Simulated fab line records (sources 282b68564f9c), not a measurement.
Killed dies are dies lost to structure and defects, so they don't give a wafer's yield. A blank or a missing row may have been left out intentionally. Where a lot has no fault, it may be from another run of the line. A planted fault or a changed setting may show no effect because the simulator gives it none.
fab line records	flow rit_cmos
record: lots: 6	wafers: 18	last_day: 6
route steps=202 shown ACTIVE@1 FOX1@20 FOX2@23 NWELL@28 PWELL@39 CONTACT@179 M1@202
lots that met no fault: taken from a fault-free run of the same line
start_h: hours from the record's first day to the start of the lot's first wafer shown	wait_h: hours elapsed since this lot's preceding step	" the same as in the row above	L1.1+2: one row covering several wafers at once	- either no value or no given start	* or withheld: withheld	< > ~ a bound
route shown NAME@n: a module of which the file shows steps, and the number in the route of the first	usual: the fault-free wafers' mean and standard deviation	same: alike in all rows	chamber/n: place in a boat	sites: per-site readings	_std_site: how widely they spread, as a standard deviation	_edge_site: mean of outer sites minus mean of inner sites	radius_mm: how far each site lies from the wafer's centre	mask NAME#n: copy n	behind: the tool/chamber that last shaped the wafer	hold: what put the lot on hold/how long, in hours/how the hold closed	device: the n, p or np transistor that did not switch	end of line: tests run on the same wafers once the route is complete	step lacking rows: just its recipe	killed: dies that structure and defects cost at the first sort, which is not the same as the wafer's yield	map: shows each die of a wafer: x if killed, . if not, _ if none is there
set.NAME: the run value of the setting; set.NAME@STEP: its run value at that earlier step	model.NAME: the simulator's own value behind a step, which no gauge read
lots at some steps of the route; a table a step, a row a wafer
services: the hour from which a tool's chamber was out of use, counted from the record's first day as start_h (under 0 if before that day), plus the number of hours and why
== steps ==
step: RIT_ACTIVE_BOW_MEAS_00
recipe: mode: bow
usual: INCOMING_BOW: 0/7.1
lot.wafer	tool	chamber	start_h	wait_h	INCOMING_BOW[um]
L828.1	film_metro-02	-	25.00	-	-5
L828.2	"	-	"	"	10
L828.3	"	-	"	"	-3
L829.1	film_metro-01	-	30.00	-	-1
L829.2	"	-	"	"	5
L829.6	"	-	"	"	1
L837.2	film_metro-01	-	70.02	-	5
L837.4	"	-	"	"	3
L837.5	"	-	"	"	2
L838.1	film_metro-01	-	75.00	-	-8
L838.4	"	-	"	"	3
L838.6	"	-	"	"	-1
L841.1	film_metro-03	-	90.00	-	2
L841.5	"	-	"	"	-1
L841.6	"	-	"	"	9
L843.2	film_metro-02	-	100.02	-	-4
L843.3	"	-	"	"	3
L843.4	"	-	"	"	-3
step: RIT_ACTIVE_OXIDATION_01
recipe: temp_c: 1000	ambient: O2	target_thk_a: 468	ox_time_s: 3360
step: RIT_ACTIVE_THK_MEAS_02
recipe: reads: SiO2_of_ACTIVE_OXIDATION_01
usual: ACTIVE_OXIDE_THK: 46.8/1.2
lot.wafer	tool	chamber	start_h	wait_h	ACTIVE_OXIDE_THK[nm]
L828.1	film_metro-01	-	27.05	0.0	45.4
L828.2	"	-	"	"	46.9
L828.3	"	-	"	"	46.3
L829.1	film_metro-03	-	32.05	0.0	47.5
L829.2	"	-	"	"	46.3
L829.6	"	-	"	"	47.3
L837.2	film_metro-03	-	72.06	0.0	45.5
L837.4	"	-	"	"	44.7
L837.5	"	-	"	"	44.8
L838.1	film_metro-02	-	77.05	0.0	47.3
L838.4	"	-	"	"	46.4
L838.6	"	-	"	"	47.0
L841.1	film_metro-03	-	92.05	0.0	46.3
L841.5	"	-	"	"	47.6
L841.6	"	-	"	"	46.2
L843.2	film_metro-03	-	102.06	0.0	46.0
L843.3	"	-	"	"	46.4
L843.4	"	-	"	"	46.2
step: RIT_ACTIVE_CVD_03
recipe: material: Si3N4	target_thk_nm: 150	temp_c: 810	precursor: SiH2Cl2/NH3	time_s: 1500	pressure_mtorr: 300	sih2cl2_flow_sccm: 60	nh3_flow_sccm: 150
step: RIT_ACTIVE_THK_MEAS_04
recipe: reads: Si3N4_of_ACTIVE_CVD_03
usual: ACTIVE_NITRIDE_THK: 150.3/1.4
lot.wafer	tool	chamber	start_h	wait_h	ACTIVE_NITRIDE_THK[nm]
L828.1	film_metro-03	-	28.53	0.0	147.2
L828.2	"	-	"	"	148.4
L828.3	"	-	"	"	148.5
L829.1	film_metro-02	-	33.53	0.0	149.0
L829.2	"	-	"	"	150.4
L829.6	"	-	"	"	150.4
L837.2	film_metro-02	-	73.54	0.0	151.6
L837.4	"	-	"	"	152.1
L837.5	"	-	"	"	150.7
L838.1	film_metro-02	-	78.53	0.0	148.6
L838.4	"	-	"	"	150.6
L838.6	"	-	"	"	149.4
L841.1	film_metro-01	-	93.53	0.0	152.0
L841.5	"	-	"	"	151.9
L841.6	"	-	"	"	150.3
L843.2	film_metro-02	-	103.54	0.0	150.7
L843.3	"	-	"	"	150.8
L843.4	"	-	"	"	150.8
step: RIT_ACTIVE_HMDS_05
recipe: prime_time_s: 60	prime_temp_c: 140
step: RIT_ACTIVE_COAT_06
recipe: resist: NOVOLAK	spin_rpm: 3178	resist_thk_nm: 1000
step: RIT_ACTIVE_SOFTBAKE_07
recipe: resist: NOVOLAK	temp_c: 90	time_s: 60
step: RIT_ACTIVE_EXPOSE_08
recipe: mask_id: M1	na: 0.6	source_shape: conventional	sigma_outer: 0.6	target_cd_nm: 1400	dose_mj: 225
step: RIT_ACTIVE_PEB_09
recipe: resist: NOVOLAK	temp_c: withheld	time_s: withheld
step: RIT_ACTIVE_DEVELOP_10
recipe: resist: NOVOLAK	develop_time_s: 50	dev_temp_c: 23
lot.wafer	tool	chamber	start_h	wait_h
L828.1+2+3	litho_track-03	0	29	-
L829.1+2+6	litho_track-04	0	34	-
L837.2+4+5	litho_track-04	0	74	-
L838.1+4+6	litho_track-04	0	79	-
L841.1+5+6	litho_track-02	0	94	-
L843.2+3+4	litho_track-03	0	104	-
step: RIT_ACTIVE_CD_MEAS_11
recipe: target_cd_nm: 1400
usual: cd_nm: 1401.1/1.9
lot.wafer	tool	chamber	start_h	wait_h	cd_nm
L828.1	cd_sem-02	-	29.56	-	1402.1
L828.2	"	-	"	"	1401.4
L828.3	"	-	"	"	1402.2
L829.1	cd_sem-02	-	34.62	-	1399.3
L829.2	"	-	"	"	1401.4
L829.6	"	-	"	"	1398.8
L837.2	cd_sem-02	-	74.46	-	1432.6
L837.4	"	-	"	"	1434.1
L837.5	"	-	"	"	1433.8
L838.1	cd_sem-02	-	79.44	-	1425.4
L838.4	"	-	"	"	1424.6
L838.6	"	-	"	"	1426.6
L841.1	cd_sem-02	-	94.56	-	1402.2
L841.5	"	-	"	"	1401.9
L841.6	"	-	"	"	1400.7
L843.2	cd_sem-02	-	104.58	-	1402.8
L843.3	"	-	"	"	1401.3
L843.4	"	-	"	"	1399.0
step: RIT_ACTIVE_HARDBAKE_12
recipe: resist: NOVOLAK	temp_c: 140	time_s: 60
step: RIT_ACTIVE_ETCH_13
recipe: stop_on: SiO2	chemistry: SF6	target: Si3N4	time_s: 210	over_etch_frac: 0.4	SF6_flow_sccm: 200	pressure_mtorr: 260	rf_w: 125	target_depth_a: 2100
usual: drypump_motor_current_A: 5.6/0.46	oes_product_au: 0.819/0.015	throttle_valve_pct: 7.57/0.15
lot.wafer	tool	chamber	start_h	wait_h	drypump_motor_current_A	oes_product_au	rf_hours_counter_h	throttle_valve_pct	model.ACTIVE.cd_nm
L828.1	rie_diel-02	3	29.83	0.1	5.8	0.791	124	7.30	1402
L828.2	"	2	"	"	4.9	0.815	88	7.53	1402
L828.3	"	1	"	"	5.8	0.792	116	7.64	1402
L829.1	rie_diel-02	0	34.89	0.1	5.2	0.832	150	7.43	1399
L829.2	"	1	"	"	5.7	0.808	116	7.64	1401
L829.6	"	1	"	"	5.8	0.798	-	7.65	1399
L837.2	rie_diel-03	1	74.71	0.1	5.5	0.848	89	7.34	1432
L837.4	"	0	"	"	5.6	0.808	1	7.41	1434
L837.5	"	0	"	"	5.5	0.812	-	7.41	1434
L838.1	rie_diel-02	0	79.71	0.1	5.3	0.836	151	7.43	1425
L838.4	"	3	"	"	5.8	0.800	124	7.30	1425
L838.6	"	3	"	"	5.8	0.788	-	7.31	1426
L841.1	rie_diel-04	1	94.83	0.1	6.5	0.825	117	7.77	1402
L841.5	"	0	"	"	5.5	0.801	-	7.76	1402
L841.6	"	1	"	"	6.5	0.814	-	7.78	1401
L843.2	rie_diel-03	1	104.83	0.1	5.5	0.843	89	7.36	1403
L843.3	"	2	"	"	6.0	0.842	9	7.69	1401
L843.4	"	3	"	"	5.6	0.822	79	7.58	1399
step: RIT_ACTIVE_STRIP_14
recipe: chemistry: O2	time_s: 180	resist: NOVOLAK	platen_temp_c: withheld	power_w: 500	pressure_mtorr: 4000	o2_flow_sccm: 4000
usual: drypump_motor_current_A: 5.6/0.43
lot.wafer	tool	chamber	start_h	wait_h	drypump_motor_current_A	rf_hours_counter_h
L828.1	plasma_asher-02	1	29.97	0.1	5.5	25
L828.2	"	0	"	"	4.7	25
L828.3	"	1	"	"	5.5	-
L829.1	plasma_asher-02	1	35.02	0.1	5.5	26
L829.2	"	0	"	"	4.7	26
L829.6	"	1	"	"	5.5	-
L837.2	plasma_asher-01	1	74.84	0.1	6.0	45
L837.4	"	1	"	"	6.1	-
L837.5	"	1	"	"	6.1	-
L838.1	plasma_asher-01	0	79.84	0.1	6.0	45
L838.4	"	1	"	"	6.1	-
L838.6	"	0	"	"	6.0	-
L841.1	plasma_asher-03	0	94.97	0.1	5.4	39
L841.5	"	0	"	"	5.4	-
L841.6	"	1	"	"	5.4	-
L843.2	plasma_asher-03	0	104.97	0.1	5.4	40
L843.3	"	1	"	"	5.4	-
L843.4	"	0	"	"	5.4	-
step: RIT_ACTIVE_CD_MEAS_90
recipe: target_cd_nm: 1400
usual: cd_nm: 1401.1/1.9
lot.wafer	tool	chamber	start_h	wait_h	cd_nm
L828.1	cd_sem-01	-	30.14	0.1	1402.3
L828.2	"	-	"	"	1401.7
L828.3	"	-	"	"	1402.4
L829.1	cd_sem-02	-	35.20	0.1	1399.6
L829.2	"	-	"	"	1401.3
L829.6	"	-	"	"	1399.1
L837.2	cd_sem-01	-	75.04	0.1	1432.0
L837.4	"	-	"	"	1433.5
L837.5	"	-	"	"	1433.6
L838.1	cd_sem-01	-	80.02	0.1	1425.0
L838.4	"	-	"	"	1424.7
L838.6	"	-	"	"	1426.4
L841.1	cd_sem-02	-	95.14	0.1	1401.9
L841.5	"	-	"	"	1401.9
L841.6	"	-	"	"	1401.0
L843.2	cd_sem-01	-	105.16	0.1	1402.7
L843.3	"	-	"	"	1400.9
L843.4	"	-	"	"	1399.1
step: RIT_ACTIVE_CLEAN_15
recipe: chemistry: SC1	mix: 3:3:50	time_s: 600	temp_c: 75
step: RIT_ACTIVE_CLEAN_16
recipe: chemistry: dHF	dilution: 50:1	time_s: 30
step: RIT_ACTIVE_CLEAN_17
recipe: chemistry: SC2	mix: 3:3:50	time_s: 600	temp_c: 75	dry: n2_spin
step: RIT_FOX1_OXIDATION_00
recipe: temp_c: 1094	ambient: H2O	target_thk_a: 3507	p_h2o_torr: 720	ox_time_s: 1130
step: RIT_FOX1_THK_MEAS_01
recipe: reads: SiO2_of_FOX1_OXIDATION_00
usual: FOX1_OXIDE_THK: 337/7.8
lot.wafer	tool	chamber	start_h	wait_h	FOX1_OXIDE_THK[nm]
L828.1	film_metro-02	-	31.94	0.0	323
L828.2	"	-	"	"	317
L828.3	"	-	"	"	322
L829.1	film_metro-01	-	37.54	0.0	328
L829.2	"	-	"	"	324
L829.6	"	-	"	"	332
L837.2	film_metro-01	-	76.88	0.0	333
L837.4	"	-	"	"	337
L837.5	"	-	"	"	336
L838.1	film_metro-04	-	82.82	0.0	330
L838.4	"	-	"	"	334
L838.6	"	-	"	"	334
L841.1	film_metro-02	-	96.96	0.0	346
L841.5	"	-	"	"	346
L841.6	"	-	"	"	346
L843.2	film_metro-04	-	108.05	0.0	336
L843.3	"	-	"	"	340
L843.4	"	-	"	"	335
step: RIT_FOX1_WET_ETCH_02
recipe: chemistry: BOE	target_depth_nm: 350	time_s: 390	temp_c: 21.5	dry: n2_spin	dilution: 10:1	target: SiO2
step: RIT_FOX2_OXIDATION_00
recipe: temp_c: 1100	ambient: H2O	target_thk_a: 3507	p_h2o_torr: 720	ox_time_s: 1130
step: RIT_FOX2_THK_MEAS_01
recipe: reads: SiO2_of_FOX2_OXIDATION_00
usual: FOX2_OXIDE_THK: 353/6.6
lot.wafer	tool	chamber	start_h	wait_h	FOX2_OXIDE_THK[nm]
L828.1	film_metro-01	-	33.43	0.0	361
L828.2	"	-	"	"	358
L828.3	"	-	"	"	355
L829.1	film_metro-03	-	39.56	0.0	358
L829.2	"	-	"	"	363
L829.6	"	-	"	"	362
L837.2	film_metro-03	-	78.38	0.0	346
L837.4	"	-	"	"	342
L837.5	"	-	"	"	345
L838.1	film_metro-01	-	84.31	0.0	349
L838.4	"	-	"	"	352
L838.6	"	-	"	"	351
L841.1	film_metro-04	-	98.45	0.0	353
L841.5	"	-	"	"	346
L841.6	"	-	"	"	350
L843.2	film_metro-01	-	109.56	0.0	355
L843.3	"	-	"	"	351
L843.4	"	-	"	"	349
step: RIT_FOX2_CLEAN_02
recipe: chemistry: dHF	dilution: 50:1	time_s: 180
step: RIT_FOX2_WET_ETCH_03
recipe: chemistry: H3PO4	target: Si3N4	target_depth_nm: 195	temp_c: 165	time_s: 2700
step: RIT_FOX2_THK_MEAS_90
recipe: reads: SiO2_of_FOX2_OXIDATION_00
usual: FIELD_OXIDE_LEFT_1_THK: 326/6.5
lot.wafer	tool	chamber	start_h	wait_h	FIELD_OXIDE_LEFT_1_THK[nm]
L828.1	film_metro-03	-	34.31	0.0	334
L828.2	"	-	"	"	331
L828.3	"	-	"	"	328
L829.1	film_metro-03	-	40.51	0.0	330
L829.2	"	-	"	"	335
L829.6	"	-	"	"	335
L837.2	film_metro-01	-	79.26	0.0	319
L837.4	"	-	"	"	314
L837.5	"	-	"	"	318
L838.1	film_metro-04	-	85.25	0.0	321
L838.4	"	-	"	"	325
L838.6	"	-	"	"	324
L841.1	film_metro-04	-	99.33	0.0	326
L841.5	"	-	"	"	319
L841.6	"	-	"	"	324
L843.2	film_metro-04	-	110.43	0.0	328
L843.3	"	-	"	"	324
L843.4	"	-	"	"	321
step: RIT_NWELL_HMDS_00
recipe: prime_time_s: 60	prime_temp_c: 140
step: RIT_NWELL_COAT_01
recipe: resist: NOVOLAK	spin_rpm: 2000	resist_thk_nm: 1282
step: RIT_NWELL_SOFTBAKE_02
recipe: resist: NOVOLAK	temp_c: 90	time_s: 60
step: RIT_NWELL_EXPOSE_03
recipe: mask_id: M2	na: 0.57	target_cd_nm: 43900	dose_mj: 250
step: RIT_NWELL_PEB_04
recipe: resist: NOVOLAK	temp_c: withheld	time_s: withheld
step: RIT_NWELL_DEVELOP_05
recipe: resist: NOVOLAK	develop_time_s: 68	dev_temp_c: 23
step: RIT_NWELL_OVL_MEAS_06
usual: NWELL_OVL: 0.6/1.4
lot.wafer	tool	chamber	start_h	wait_h	NWELL_OVL[nm]
L828.1	overlay-01	-	35.27	-	0.8
L828.2	"	-	"	"	0.9
L828.3	"	-	"	"	-1.2
L829.1	overlay-01	-	41.45	-	1.3
L829.2	"	-	"	"	0.3
L829.6	"	-	"	"	0.6
L837.2	overlay-01	-	80.19	-	-1.6
L837.4	"	-	"	"	-0.7
L837.5	"	-	"	"	-2.0
L838.1	overlay-02	-	86.19	-	1.6
L838.4	"	-	"	"	0.6
L838.6	"	-	"	"	0.9
L841.1	overlay-02	-	100.29	-	0.2
L841.5	"	-	"	"	1.2
L841.6	"	-	"	"	-1.3
L843.2	overlay-01	-	111.56	-	1.6
L843.3	"	-	"	"	1.3
L843.4	"	-	"	"	1.6
step: RIT_NWELL_HARDBAKE_07
recipe: resist: NOVOLAK	temp_c: 140	time_s: 120
step: RIT_NWELL_IMPLANT_08
recipe: species: P	energy_kev: 170	dose_cm2: 5e+13	tilt_deg: 7
step: RIT_NWELL_STRIP_09
recipe: chemistry: O2	time_s: 180	resist: NOVOLAK	platen_temp_c: withheld	power_w: 500	pressure_mtorr: 4000	o2_flow_sccm: 4000
usual: drypump_motor_current_A: 5.3/0.5
lot.wafer	tool	chamber	start_h	wait_h	drypump_motor_current_A	rf_hours_counter_h
L828.1	plasma_asher-02	1	35.70	0.1	5.5	26
L828.2	"	0	"	"	4.7	26
L828.3	"	1	"	"	5.5	-
L829.1	plasma_asher-03	1	41.88	0.1	5.4	34
L829.2	"	0	"	"	5.4	34
L829.6	"	0	"	"	5.4	-
L837.2	plasma_asher-02	0	80.62	0.1	4.7	30
L837.4	"	1	"	"	5.5	-
L837.5	"	0	"	"	4.7	-
L838.1	plasma_asher-04	1	86.63	0.1	4.9	47
L838.4	"	0	"	"	6.3	-
L838.6	"	0	"	"	6.3	-
L841.1	plasma_asher-03	0	100.73	0.1	5.4	40
L841.5	"	1	"	"	5.4	-
L841.6	"	0	"	"	5.4	-
L843.2	plasma_asher-02	1	111.99	0.1	5.5	33
L843.3	"	0	"	"	4.7	-
L843.4	"	1	"	"	5.5	-
step: RIT_NWELL_TW_MEAS_10
usual: NWELL_TW: 2151/15
lot.wafer	tool	chamber	start_h	wait_h	NWELL_TW
L828.1	film_metro-02	-	35.88	0.1	2175
L828.2	"	-	"	"	2168
L828.3	"	-	"	"	2172
L829.1	film_metro-04	-	42.06	0.1	2137
L829.2	"	-	"	"	2137
L829.6	"	-	"	"	2130
L837.2	film_metro-02	-	80.81	0.1	2157
L837.4	"	-	"	"	2160
L837.5	"	-	"	"	2147
L838.1	film_metro-04	-	86.81	0.1	2139
L838.4	"	-	"	"	2131
L838.6	"	-	"	"	2139
L841.1	film_metro-04	-	100.90	0.1	2137
L841.5	"	-	"	"	2136
L841.6	"	-	"	"	2135
L843.2	film_metro-04	-	112.17	0.1	2134
L843.3	"	-	"	"	2140
L843.4	"	-	"	"	2147
step: RIT_PWELL_HMDS_00
recipe: prime_time_s: 60	prime_temp_c: 140
step: RIT_PWELL_COAT_01
recipe: resist: NOVOLAK	spin_rpm: 2000	resist_thk_nm: 1300
step: RIT_CONTACT_ETCH_11
recipe: target_depth_a: 4800	over_etch_frac: 0.2	stop_on: TiSi2	chemistry: CHF3/CF4/Ar	target: SiO2	CHF3_flow_sccm: 50	cf4_flow_sccm: 10	Ar_flow_sccm: 100	O2_flow_sccm: 5	pressure_mtorr: 100	rf_w: 200	time_s: 320
usual: O2_flow_sccm: 5.004/0.014	drypump_motor_current_A: 5.6/0.44	oes_product_au: 0.994/0.018	throttle_valve_pct: 8.91/0.13
lot.wafer	tool	chamber	start_h	wait_h	O2_flow_sccm	drypump_motor_current_A	oes_product_au	rf_hours_counter_h	throttle_valve_pct	model.CONTACT.cd_nm
L828.1	rie_diel-03	1	69.20	0.1	4.985	5.5	1.015	89	8.79	1002
L828.2	"	3	"	"	5.007	5.6	0.990	78	8.96	1003
L828.3	"	2	"	"	5.040	6.0	1.007	8	9.07	1001
L829.1	rie_diel-02	3	73.00	0.1	4.990	5.8	0.960	124	8.64	997.4
L829.2	"	1	"	"	5.006	5.8	0.975	117	9.06	999.2
L829.6	"	1	"	"	5.007	5.8	0.977	-	9.09	998.5
L837.2	rie_diel-03	3	110.85	0.1	4.981	5.6	0.987	79	8.96	996.9
L837.4	"	0	"	"	5.030	5.5	0.966	2	8.81	997.4
L837.5	"	1	"	"	4.980	5.5	1.007	-	8.79	995.9
L838.1	rie_diel-03	0	118.22	0.1	5.008	5.5	0.974	2	8.81	982.7
L838.4	"	2	"	"	5.015	6.0	1.014	9	9.06	981.3
L838.6	"	0	"	"	5.003	5.5	0.975	-	8.81	983.4
L841.1	rie_diel-01	3	132.18	0.1	5.019	4.8	0.970	26	9.00	1001
L841.5	"	3	"	"	5.002	4.8	0.974	-	9.00	998.4
L841.6	"	2	"	"	5.015	5.7	1.020	-	8.95	999.8
L843.2	rie_diel-03	2	141.88	0.1	5.009	6.0	1.003	10	9.04	998.4
L843.3	"	1	"	"	4.980	5.5	1.014	90	8.78	998.2
L843.4	"	0	"	"	4.989	5.5	0.976	3	8.81	1000
step: RIT_M1_PROBE_99
usual: killed_at_contacts: 0.0/0.2	killed_at_front_end: 7/3.1	killed_dies: 7/3.1	killed_open: 3.5/1.9	killed_short: 3.6/2.1
same: gross_dies: 264	killed_at_M0_to_M3: 0	killed_at_M4_up: 0	killed_at_back_side: 0	killed_at_other: 0
lot.wafer	tool	chamber	start_h	wait_h	killed_at_contacts	killed_at_front_end	killed_dies	killed_open	killed_short	model.etest.pplus_sal.width_nm	model.etest.nldd.width_nm	model.etest.pldd.width_nm	model.etest.contact_to_gate.bv_left_v	model.etest.contact_to_gate.bv_right_v
L828.1	prober-01	-	74.14	0.1	0	9	9	4	5	3470	3210	3215	91.58	88.81
L828.2	prober-01	-	74.19	0.1	0	9	9	3	6	3472	3209	3187	91.65	89.27
L828.3	prober-01	-	74.24	0.2	0	5	5	2	3	3511	3214	3217	90.57	91.59
L829.1	prober-02	-	78.49	0.1	0	7	7	3	4	3443	3168	3184	93.28	93.72
L829.2	prober-02	-	78.54	0.1	0	7	7	4	3	3462	3198	3191	90.33	90.32
L829.6	prober-02	-	78.74	0.2	0	9	9	3	6	3454	3195	3182	90.6	89.82
L837.2	prober-02	-	115.88	0.1	0	5	5	1	4	3499	3252	3244	90.65	88.42
L837.4	prober-02	-	115.98	0.2	0	11	11	5	6	3506	3250	3240	92.85	89.28
L837.5	prober-02	-	116.03	0.2	0	5	5	2	3	3519	3228	3261	91.97	90.68
L838.1	prober-01	-	123.13	0.1	1	9	10	5	5	3477	3223	3208	94.43	96.54
L838.4	prober-01	-	123.28	0.2	0	10	10	5	5	3480	3224	3217	95.3	92.09
L838.6	prober-01	-	123.38	0.2	0	5	5	3	2	3485	3209	3225	96.81	93.53
L841.1	prober-02	-	137.40	0.1	0	7	7	7	0	3488	3211	3203	89.13	91.11
L841.5	prober-02	-	137.60	0.2	0	5	5	4	1	3471	3192	3172	92.75	92.44
L841.6	prober-02	-	137.65	0.2	0	4	4	2	2	3472	3178	3194	90.69	91.35
L843.2	prober-02	-	148.72	0.1	0	11	11	7	4	3448	3187	3202	91.05	92.56
L843.3	prober-02	-	148.77	0.2	0	10	10	6	4	3464	3196	3195	91.86	91.21
L843.4	prober-02	-	148.82	0.2	0	16	16	5	11	3455	3208	3193	90.56	89.86
killed by level:class
L828.1 SPACER:geometric_particle:short=2 FOX1:geometric_particle:short=1 FOX1:geometric_particle:open=1 FOX2:geometric_particle:short=1 FOX2:geometric_particle:open=1 GATE:geometric_particle:short=1 REOX:geometric_particle:open=1 SILICIDE:geometric_particle:open=1
L828.2 REOX:geometric_particle:short=2 SPACER:geometric_particle:short=2 ACTIVE:geometric_particle:open=1 FOX1:geometric_particle:short=1 GATE:geometric_particle:short=1 SPACER:geometric_particle:open=1 SILICIDE:geometric_particle:open=1
L828.3 GATE:geometric_particle:short=2 FOX2:geometric_particle:short=1 GATE:geometric_particle:open=1 SPACER:geometric_particle:open=1
L829.1 GATE:geometric_particle:short=2 REOX:geometric_particle:open=2 FOX2:geometric_particle:open=1 REOX:geometric_particle:short=1 SILICIDE:geometric_particle:short=1
L829.2 FOX1:geometric_particle:open=2 GATE:geometric_particle:short=2 FOX2:geometric_particle:open=1 REOX:geometric_particle:open=1 REOX:geometric_particle:short=1
L829.6 FOX1:geometric_particle:short=2 GATE:geometric_particle:short=2 GATE:geometric_particle:open=2 FOX1:geometric_particle:open=1 REOX:geometric_particle:short=1 SILICIDE:geometric_particle:short=1
L837.2 FOX1:geometric_particle:short=1 FOX2:geometric_particle:short=1 GATE:geometric_particle:open=1 REOX:geometric_particle:short=1 SILICIDE:geometric_particle:short=1
L837.4 GATE:geometric_particle:short=2 SPACER:geometric_particle:short=2 SILICIDE:geometric_particle:open=2 FOX1:geometric_particle:open=1 FOX1:geometric_particle:short=1 GATE:geometric_particle:open=1 REOX:geometric_particle:short=1 SPACER:geometric_particle:open=1
L837.5 FOX1:geometric_particle:short=1 GATE:geometric_particle:open=1 REOX:geometric_particle:short=1 REOX:geometric_particle:open=1 SILICIDE:geometric_particle:short=1
L838.1 FOX1:geometric_particle:short=2 SILICIDE:geometric_particle:short=2 FOX1:geometric_particle:open=1 GATE:geometric_particle:open=1 GATE:geometric_particle:short=1 SPACER:geometric_particle:open=1 SILICIDE:geometric_particle:open=1 CONTACT:geometric_particle:open=1
L838.4 FOX1:geometric_particle:short=3 GATE:geometric_particle:open=3 GATE:geometric_particle:short=2 SPACER:geometric_particle:open=2
L838.6 REOX:geometric_particle:short=2 REOX:geometric_particle:open=2 FOX2:geometric_particle:open=1
L841.1 FOX1:geometric_particle:open=3 SILICIDE:geometric_particle:open=3 GATE:geometric_particle:open=1
L841.5 GATE:geometric_particle:open=2 FOX1:geometric_particle:open=1 FOX2:geometric_particle:open=1 SILICIDE:geometric_particle:short=1
L841.6 GATE:geometric_particle:open=2 FOX1:geometric_particle:short=1 GATE:geometric_particle:short=1
L843.2 REOX:geometric_particle:open=3 GATE:geometric_particle:open=2 SPACER:geometric_particle:short=2 SILICIDE:geometric_particle:open=2 GATE:geometric_particle:short=1 REOX:geometric_particle:short=1
L843.3 GATE:geometric_particle:short=3 GATE:geometric_particle:open=2 SPACER:geometric_particle:open=2 SILICIDE:geometric_particle:open=2 FOX1:geometric_particle:short=1
L843.4 GATE:geometric_particle:short=7 REOX:geometric_particle:open=3 GATE:geometric_particle:open=2 REOX:geometric_particle:short=2 SPACER:geometric_particle:short=1 SILICIDE:geometric_particle:short=1
== services ==
tool	chamber	start_h	hours	kind
plasma_asher-03	-	30.14	7.3	repair
rie_diel-02	3	35.02	13.1	repair
plasma_asher-02	-	50.59	2.3	repair
rie_diel-03	2	56.03	2.7	repair
plasma_asher-01	-	60.14	2.8	pm
rie_diel-04	0	70.20	2.9	repair
plasma_asher-02	-	77.20	0.7	repair
plasma_asher-02	-	78.69	1.6	repair
plasma_asher-03	-	79.26	1.9	repair
rie_diel-03	0	84.88	4.8	repair
plasma_asher-02	-	88.25	2.5	repair
rie_diel-01	-	104.43	27.2	repair
plasma_asher-03	-	108.75	9.0	pm
plasma_asher-03	0	108.75	9.0	vent_cycle
plasma_asher-03	1	108.75	9.0	vent_cycle
plasma_asher-03	0	117.75	-	clean
plasma_asher-03	1	117.75	-	clean
plasma_asher-03	-	133.45	1.9	repair
== key ==
first_sign: step: RIT_ACTIVE_CD_MEAS_11	reading: cd_nm	direction: up	sigmas: 15	usual: 1401.1	struck: 1429.5	through: control_loop
effect: step: RIT_ACTIVE_CD_MEAS_90	reading: cd_nm	direction: up	sigmas: 15	usual: 1401.1	struck: 1429.2	through: control_loop
model_effect: step: RIT_ACTIVE_ETCH_13	value: ACTIVE.cd_nm	without: 1402	struck: 1430
model_effect: step: RIT_CONTACT_ETCH_11	value: CONTACT.cd_nm	without: 999.6	struck: 989.6
model_effect: step: RIT_M1_PROBE_99	value: etest.pplus_sal.width_nm	without: 3466	struck: 3494
met_at RIT_ACTIVE_DEVELOP_10
struck_wafers L837.2,L837.4,L837.5,L838.1,L838.4,L838.6
tester_left_out L837,L838
loop_trim: step: RIT_ACTIVE_EXPOSE_08	setting: dose	lots: L838
loop_trim: step: RIT_CONTACT_EXPOSE_05	setting: dose	lots: L838
onset_between 34 74
fault: kind: process_parameter_drift	tool: litho_track-04	chamber: -	onset_h: 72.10	steps: RIT_ACTIVE_DEVELOP_10	channel: develop_time_s	offset: *	shape: step	end_h: 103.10	acts_in: *	stated: *
tester_left_out: of these lots the tester's yield and bins aren't shown, on N5 and GAA mostly nor the transistor test; their killed dies are dies lost to structure and defects alone, not to doping, threshold or leakage, so they don't give the yield
loop_trim: a control loop set the setting to another value than it would have without faults
